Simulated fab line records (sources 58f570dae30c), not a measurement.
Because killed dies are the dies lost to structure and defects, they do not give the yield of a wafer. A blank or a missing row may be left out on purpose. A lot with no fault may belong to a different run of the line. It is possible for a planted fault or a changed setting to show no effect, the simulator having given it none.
The tool behind it: which one? + flow berkeleyCmos170 + Sampling: 15 lots, 45 wafers, 7 of 331 route steps

## WHAT THE GAUGES READ, wafer by wafer
UCB170_GATE_OVL_MEAS_13. Usual: GATE_OVL typically reads -4 nm, with standard deviation 5.9.
| lot  | measured     | on         | GATE_OVL (nm) | flag |
|------|--------------|------------|---------------|------|
| L682 | day 7 15:44  | overlay-02 | 2 -6 -4       |      |
| L683 | day 8 04:05  | overlay-02 | -11 -3 1      |      |
| L685 | day 8 04:13  | overlay-01 | -6 -5 -14     |      |
| L684 | day 8 04:36  | overlay-01 | -6 -13 -8     |      |
| L687 | day 8 21:59  | overlay-01 | -2 -6 -2      |      |
| L690 | day 9 13:59  | overlay-02 | -12 -7 -3     |      |
| L691 | day 9 14:17  | overlay-01 | -8 -9 -9      |      |
| L695 | day 10 13:34 | overlay-02 | 9 11 3        |      |
| L694 | day 10 13:35 | overlay-01 | -8 -8 -4      |      |
| L699 | day 10 17:46 | overlay-01 | 6 3 0         |      |
| L698 | day 10 18:01 | overlay-02 | -10 -7 -10    |      |
| L701 | day 11 17:05 | overlay-01 | 1 -4 3        |      |
| L700 | day 11 17:13 | overlay-01 | 1 -11 -5      |      |
| L704 | day 11 20:47 | overlay-02 | -5 -5 -6      |      |
| L703 | day 11 22:26 | overlay-01 | 2 -1 -6       |      |

UCB170_PSD_TW_MEAS_10. Usual: PSD_TW typically reads 2327, with standard deviation 21.
| lot  | measured     | on           | PSD_TW         | flag |
|------|--------------|--------------|----------------|------|
| L682 | day 8 03:50  | filmMetro-04 | 2338 2328 2334 |      |
| L683 | day 8 19:34  | filmMetro-04 | 2314 2327 2322 |      |
| L685 | day 8 20:03  | filmMetro-02 | 2319 2297 2299 |      |
| L684 | day 8 19:56  | filmMetro-01 | 2367 2368 2361 |      |
| L687 | day 9 13:37  | filmMetro-01 | 2360 2363 2346 |      |
| L690 | day 10 04:10 | filmMetro-01 | 2333 2338 2344 |      |
| L691 | day 10 04:23 | filmMetro-01 | 2338 2342 2337 |      |
| L695 | day 11 00:32 | filmMetro-01 | 2341 2344 2351 |      |
| L694 | day 11 00:39 | filmMetro-02 | 2145 2145 2139 | OFF  |
| L699 | day 11 06:23 | filmMetro-01 | 2342 2328 2337 |      |
| L698 | day 11 06:07 | filmMetro-04 | 2141 2137 2141 | OFF  |
| L701 | day 12 10:05 | filmMetro-02 | 2303 2327 2315 |      |
| L700 | day 12 10:19 | filmMetro-01 | 2193 2166 2189 | OFF  |
| L704 | day 12 10:25 | filmMetro-04 | 2319 2307 2313 |      |
| L703 | day 12 10:35 | filmMetro-02 | 2331 2316 2328 |      |

UCB170_SDANNEAL_RS_MEAS_02: the measuring method here is four-point-probe. Usual: PSD_RS typically reads 75.56 ohm/sq, with standard deviation 0.24.
| lot  | measured     | on           | PSD_RS (ohm/sq)   | flag |
|------|--------------|--------------|-------------------|------|
| L682 | day 8 06:56  | filmMetro-04 | 75.58 75.86 75.86 |      |
| L683 | day 8 22:40  | filmMetro-04 | 75.79 75.66 75.84 |      |
| L685 | day 8 23:13  | filmMetro-02 | 75.67 75.47 75.71 |      |
| L684 | day 8 23:12  | filmMetro-04 | 75.56 75.51 75.63 |      |
| L687 | day 9 16:51  | filmMetro-02 | 76.10 75.78 75.80 |      |
| L690 | day 10 06:52 | filmMetro-02 | 75.32 75.25 75.17 |      |
| L691 | day 10 07:17 | filmMetro-01 | 75.50 75.51 75.40 |      |
| L695 | day 11 05:46 | filmMetro-02 | 75.72 75.53 75.35 |      |
| L694 | day 11 06:50 | filmMetro-02 | 90.17 90.14 90.24 | OFF  |
| L699 | day 11 10:17 | filmMetro-02 | 75.38 75.28 75.72 |      |
| L698 | day 11 09:55 | filmMetro-04 | 89.83 89.81 89.81 | OFF  |
| L701 | day 12 16:20 | filmMetro-04 | 75.34 75.31 75.75 |      |
| L700 | day 12 16:16 | filmMetro-01 | 89.83 90.08 89.72 | OFF  |
| L704 | day 12 16:12 | filmMetro-02 | 75.14 75.47 75.27 |      |
| L703 | day 12 16:42 | filmMetro-02 | 75.19 75.19 75.47 |      |

## TOOL THAT RAN EACH LOT (tool first, then ch and the chambers of the sampled wafers, then the start)
| lot  | UCB170_GATE_ETCH_14               | UCB170_NLDD_STRIP_10                | UCB170_PSD_IMPLANT_08           | UCB170_PSD_STRIP_09                 |
|------|-----------------------------------|-------------------------------------|---------------------------------|-------------------------------------|
| L682 | rieDiel-02 ch 0,2, day 7 15:47    | plasmaAsher-02 ch 0,1, day 7 19:58  | implanter-04 ch 0, day 8 03:35  | plasmaAsher-03 ch 0,1, day 8 03:44  |
| L683 | rieDiel-04 ch 0,1, day 8 04:08    | plasmaAsher-01 ch 0,1, day 8 09:21  | implanter-04 ch 0, day 8 19:19  | plasmaAsher-02 ch 1, day 8 19:28    |
| L685 | rieDiel-03 ch 0,1,3, day 8 04:14  | plasmaAsher-04 ch 0,1, day 8 09:54  | implanter-02 ch 0, day 8 19:48  | plasmaAsher-01 ch 0,1, day 8 19:57  |
| L684 | rieDiel-04 ch 0,1,2, day 8 04:38  | plasmaAsher-04 ch 0,1, day 8 09:38  | implanter-04 ch 0, day 8 19:43  | plasmaAsher-02 ch 0,1, day 8 19:50  |
| L687 | rieDiel-04 ch 1,2,3, day 8 22:02  | plasmaAsher-04 ch 0,1, day 9 02:14  | implanter-04 ch 0, day 9 13:25  | plasmaAsher-02 ch 0,1, day 9 13:31  |
| L690 | rieDiel-02 ch 1,2,3, day 9 14:02  | plasmaAsher-04 ch 0,1, day 9 18:09  | implanter-04 ch 0, day 10 03:55 | plasmaAsher-02 ch 0,1, day 10 04:04 |
| L691 | rieDiel-04 ch 0,3, day 9 14:18    | plasmaAsher-02 ch 0,1, day 9 18:22  | implanter-02 ch 0, day 10 04:10 | plasmaAsher-03 ch 0,1, day 10 04:18 |
| L695 | rieDiel-03 ch 0,1,3, day 10 13:35 | plasmaAsher-04 ch 0,1, day 10 17:28 | implanter-02 ch 0, day 11 00:17 | plasmaAsher-03 ch 0,1, day 11 00:26 |
| L694 | rieDiel-02 ch 0,2, day 10 13:37   | plasmaAsher-01 ch 0,1, day 10 17:45 | implanter-04 ch 0, day 11 00:24 | plasmaAsher-02 ch 0,1, day 11 00:33 |
| L699 | rieDiel-03 ch 1,2, day 10 17:49   | plasmaAsher-02 ch 0,1, day 10 22:28 | implanter-02 ch 0, day 11 06:08 | plasmaAsher-01 ch 0,1, day 11 06:17 |
| L698 | rieDiel-02 ch 0,1,2, day 10 18:03 | plasmaAsher-04 ch 0,1, day 10 22:49 | implanter-04 ch 0, day 11 05:52 | plasmaAsher-03 ch 0,1, day 11 06:01 |
| L701 | rieDiel-04 ch 1,2, day 11 17:07   | plasmaAsher-01 ch 0,1, day 12 00:08 | implanter-02 ch 0, day 12 09:50 | plasmaAsher-01 ch 0,1, day 12 09:59 |
| L700 | rieDiel-02 ch 0,1, day 11 17:14   | plasmaAsher-01 ch 0,1, day 12 00:54 | implanter-04 ch 0, day 12 10:07 | plasmaAsher-02 ch 0,1, day 12 10:14 |
| L704 | rieDiel-03 ch 0,1,3, day 11 20:49 | plasmaAsher-01 ch 0,1, day 12 03:07 | implanter-01 ch 0, day 12 10:10 | plasmaAsher-01 ch 0,1, day 12 10:19 |
| L703 | rieDiel-02 ch 0,1,3, day 11 22:28 | plasmaAsher-02 ch 0,1, day 12 03:40 | implanter-02 ch 0, day 12 10:20 | plasmaAsher-03 ch 0,1, day 12 10:28 |
- UCB170_GATE_ETCH_14: etches BARC in N2/H2.
- UCB170_NLDD_STRIP_10: strips in O2.
- UCB170_PSD_IMPLANT_08
- UCB170_PSD_STRIP_09: strips in O2.

## WHAT THE TOOLS THEMSELVES READ (means of the sampled wafers that have a number; where no wafer has one, the mark that the record gives instead)
UCB170_GATE_ETCH_14. Usual: drypumpMotorCurrentA 5.9 A, standard deviation 0.52; h2FlowSccm 199.9 sccm, standard deviation 0.59; oesProductAu 1.004 a.u., standard deviation 0.018; throttleValvePct 13.35 %, standard deviation 0.15.
| lot  | tool       | drypumpMotorCurrentA (A) | h2FlowSccm (sccm) | oesProductAu (a.u.) | throttleValvePct (%) | flag |
|------|------------|--------------------------|-------------------|---------------------|----------------------|------|
| L682 | rieDiel-02 | 6.0                      | 200.0             | 1.023               | 13.33                |      |
| L683 | rieDiel-04 | 6.2                      | 199.4             | 1.013               | 13.38                |      |
| L685 | rieDiel-03 | 5.9                      | 200.0             | 0.998               | 13.41                |      |
| L684 | rieDiel-04 | 6.3                      | 199.8             | 1.009               | 13.28                |      |
| L687 | rieDiel-04 | 6.0                      | 199.7             | 1.013               | 13.29                |      |
| L690 | rieDiel-02 | 5.9                      | 199.4             | 0.993               | 13.37                |      |
| L691 | rieDiel-04 | 6.1                      | 200.3             | 1.001               | 13.32                |      |
| L695 | rieDiel-03 | 5.9                      | 199.5             | 0.994               | 13.41                |      |
| L694 | rieDiel-02 | 6.0                      | 199.9             | 1.014               | 13.34                |      |
| L699 | rieDiel-03 | 5.1                      | 200.2             | 1.015               | 13.45                |      |
| L698 | rieDiel-02 | 5.9                      | 200.5             | 1.001               | 13.33                |      |
| L701 | rieDiel-04 | 6.3                      | 200.1             | 1.002               | 13.15                |      |
| L700 | rieDiel-02 | 5.7                      | 200.0             | 0.998               | 13.29                |      |
| L704 | rieDiel-03 | 5.9                      | 200.5             | 0.999               | 13.40                |      |
| L703 | rieDiel-02 | 5.6                      | 199.9             | 1.002               | 13.32                |      |

UCB170_NLDD_STRIP_10. Usual: drypumpMotorCurrentA 5.7 A, standard deviation 0.36; oesProductAu 0.735 a.u., standard deviation 0.0044; stripTimeToEndpointS 21.65 s, standard deviation 0.059.
| lot  | tool           | drypumpMotorCurrentA (A) | oesProductAu (a.u.) | stripTimeToEndpointS (s) | flag |
|------|----------------|--------------------------|---------------------|--------------------------|------|
| L682 | plasmaAsher-02 | 5.3                      | 0.735               | 21.70                    |      |
| L683 | plasmaAsher-01 | 6.0                      | 0.733               | 21.65                    |      |
| L685 | plasmaAsher-04 | 5.5                      | 0.733               | 21.68                    |      |
| L684 | plasmaAsher-04 | 5.5                      | 0.735               | 21.64                    |      |
| L687 | plasmaAsher-04 | 5.5                      | 0.736               | 21.54                    |      |
| L690 | plasmaAsher-04 | 5.5                      | 0.737               | 21.63                    |      |
| L691 | plasmaAsher-02 | 5.5                      | 0.735               | 21.64                    |      |
| L695 | plasmaAsher-04 | 5.5                      | 0.740               | 21.67                    |      |
| L694 | plasmaAsher-01 | 6.1                      | 0.733               | 21.56                    |      |
| L699 | plasmaAsher-02 | 5.5                      | 0.732               | 21.70                    |      |
| L698 | plasmaAsher-04 | 5.5                      | 0.734               | 21.64                    |      |
| L701 | plasmaAsher-01 | 6.0                      | 0.739               | 21.71                    |      |
| L700 | plasmaAsher-01 | 6.1                      | 0.734               | 21.69                    |      |
| L704 | plasmaAsher-01 | 6.0                      | 0.732               | 21.67                    |      |
| L703 | plasmaAsher-02 | 5.3                      | 0.735               | 21.64                    |      |

UCB170_PSD_IMPLANT_08. Usual: beamOnS 9.99 s, standard deviation 0.19; endStationPressureTorr 1.26e-05 Torr, standard deviation 5.9e-07; faradayCurrentUA 9268, standard deviation 180.
| lot  | tool         | beamOnS (s) | endStationPressureTorr (Torr) | faradayCurrentUA | flag |
|------|--------------|-------------|-------------------------------|------------------|------|
| L682 | implanter-04 | 9.91        | 1.23e-05                      | 9326             |      |
| L683 | implanter-04 | 10.16       | 1.28e-05                      | 9100             |      |
| L685 | implanter-02 | 10.06       | 1.30e-05                      | 9216             |      |
| L684 | implanter-04 | 9.93        | 1.24e-05                      | 9338             |      |
| L687 | implanter-04 | 9.89        | 1.27e-05                      | 9354             |      |
| L690 | implanter-04 | 9.95        | 1.25e-05                      | 9283             |      |
| L691 | implanter-02 | 9.81        | 1.23e-05                      | 9430             |      |
| L695 | implanter-02 | 9.83        | 1.24e-05                      | 9408             |      |
| L694 | implanter-04 | 7.76        | 1.33e-05                      | 11927            | OFF  |
| L699 | implanter-02 | 9.88        | 1.21e-05                      | 9383             |      |
| L698 | implanter-04 | 7.68        | 1.33e-05                      | 12059            | OFF  |
| L701 | implanter-02 | 10.05       | 1.26e-05                      | 9209             |      |
| L700 | implanter-04 | 7.85        | 1.38e-05                      | 11772            | OFF  |
| L704 | implanter-01 | 10.00       | 1.33e-05                      | 9258             |      |
| L703 | implanter-02 | 9.81        | 1.24e-05                      | 9421             |      |

UCB170_PSD_STRIP_09. Usual: drypumpMotorCurrentA 5.7 A, standard deviation 0.51; oesProductAu 0.601 a.u., standard deviation 0.0048; stripTimeToEndpointS 29.43 s, standard deviation 0.073.
| lot  | tool           | drypumpMotorCurrentA (A) | oesProductAu (a.u.) | stripTimeToEndpointS (s) | flag |
|------|----------------|--------------------------|---------------------|--------------------------|------|
| L682 | plasmaAsher-03 | 5.7                      | 0.599               | 29.47                    |      |
| L683 | plasmaAsher-02 | 5.9                      | 0.602               | 29.43                    |      |
| L685 | plasmaAsher-01 | 6.1                      | 0.603               | 29.30                    |      |
| L684 | plasmaAsher-02 | 5.3                      | 0.604               | 29.42                    |      |
| L687 | plasmaAsher-02 | 5.5                      | 0.601               | 29.37                    |      |
| L690 | plasmaAsher-02 | 5.6                      | 0.598               | 29.42                    |      |
| L691 | plasmaAsher-03 | 5.7                      | 0.606               | 29.46                    |      |
| L695 | plasmaAsher-03 | 5.3                      | 0.603               | 29.35                    |      |
| L694 | plasmaAsher-02 | 5.6                      | 0.638               | 26.85                    | OFF  |
| L699 | plasmaAsher-01 | 6.1                      | 0.597               | 29.39                    |      |
| L698 | plasmaAsher-03 | 5.7                      | 0.632               | 26.87                    | OFF  |
| L701 | plasmaAsher-01 | 6.1                      | 0.601               | 29.48                    |      |
| L700 | plasmaAsher-02 | 5.6                      | 0.637               | 26.80                    | OFF  |
| L704 | plasmaAsher-01 | 6.0                      | 0.600               | 29.45                    |      |
| L703 | plasmaAsher-03 | 5.3                      | 0.604               | 29.43                    |      |

## THE ANSWER, worked out from the rows above alone
Rule: take the mean of a lot's wafers that have a number; if it is more than 3 standard deviations from the usual mean, the lot is off. Also off: a lot with no number at a reading for which 4 or more lots have one. All remaining lots with rows at the step are treated as sound. The gauges are gone through in route order, then the tools' own readings, and for those a lot's mean is taken as printed above. The first step at which some lot is off is used, and at that step the reading that is off furthest; a lot without a number counts as furthest.
Off: L694, L698, L700, at UCB170_PSD_TW_MEAS_10 (PSD_TW).
A tool fits if, at a process step before that reading, it ran every lot that is off, and no sound lot after the first of them. The gauges at UCB170_PSD_TW_MEAS_10 aren't tried: what is off there is off at UCB170_PSD_IMPLANT_08 too, on other tools, and a gauge's error can't cause that. One fits: UCB170_PSD_IMPLANT_08 on implanter-04. Its last sound lot is L690 (day 10 03:55), its first lot that is off L694 (day 11 00:24): a fault that began between those two fits.
The tool's own readings at UCB170_PSD_IMPLANT_08 bear it out: on the lots that are off they differ by more than 5 times the standard deviation of the sound lots' means. beamOnS reads 7.76 s there against 9.94 s on the sound lots; faradayCurrentUA reads 11919 there against 9310 on the sound lots.

## WHAT THE SIMULATOR HAD PUT IN
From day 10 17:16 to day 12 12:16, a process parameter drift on implanter-04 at UCB170_PSD_IMPLANT_08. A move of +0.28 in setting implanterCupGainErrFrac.
Shown lots that were struck: L694, L698, L700. Same finding as the rule above.
